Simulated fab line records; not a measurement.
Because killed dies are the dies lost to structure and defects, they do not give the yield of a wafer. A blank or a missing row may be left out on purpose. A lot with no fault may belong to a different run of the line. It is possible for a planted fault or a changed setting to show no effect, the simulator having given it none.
What tool caused it? | flow berkeley_cmos170 | 21 wafers sampled from 7 lots at 1 step of a route of 331

## WHAT THE GAUGES READ, wafer by wafer
UCB170_START_BOW_MEAS_00.
lot  | measured    | on            | INCOMING_BOW (um)
L331 | day 1 15:02 | film_metro-02 | 0 -1 -9
L334 | day 2 06:01 | film_metro-03 | -1 3 1
L336 | day 2 16:00 | film_metro-01 | -2 6 -5
L338 | day 3 02:02 | film_metro-01 | 7 8 2
L346 | day 4 18:01 | film_metro-02 | -8 5 -10
L350 | day 5 14:00 | film_metro-02 | -1 4 -5
L352 | day 6 00:01 | film_metro-03 | -4 8 -1

## EACH LOT AND THE TOOL THAT RAN IT (in order: tool; ch and the chambers of the sampled wafers; start)
Record: no process step prior to these readings.

## THE ANSWER, worked out from the rows above alone
Rule: the lots themselves supply what counts as usual. Put in order of their means at a reading, lots are off if they are a third of the lots or fewer, leave a main group of 4 or more, and stand apart from it by a gap of 3 or more times the standard deviation of the main group's means; of several such gaps the widest counts. If all means in a main group match to the digits the tables above print for the reading, that group is not used. A lot without any number at a reading at which 4 lots or more have one is off too. Any other lot the step has rows for is counted as sound.
No lot is off at any reading shown: from this, nothing can be told.

## WHAT HAD BEEN PUT IN BY THE SIMULATOR
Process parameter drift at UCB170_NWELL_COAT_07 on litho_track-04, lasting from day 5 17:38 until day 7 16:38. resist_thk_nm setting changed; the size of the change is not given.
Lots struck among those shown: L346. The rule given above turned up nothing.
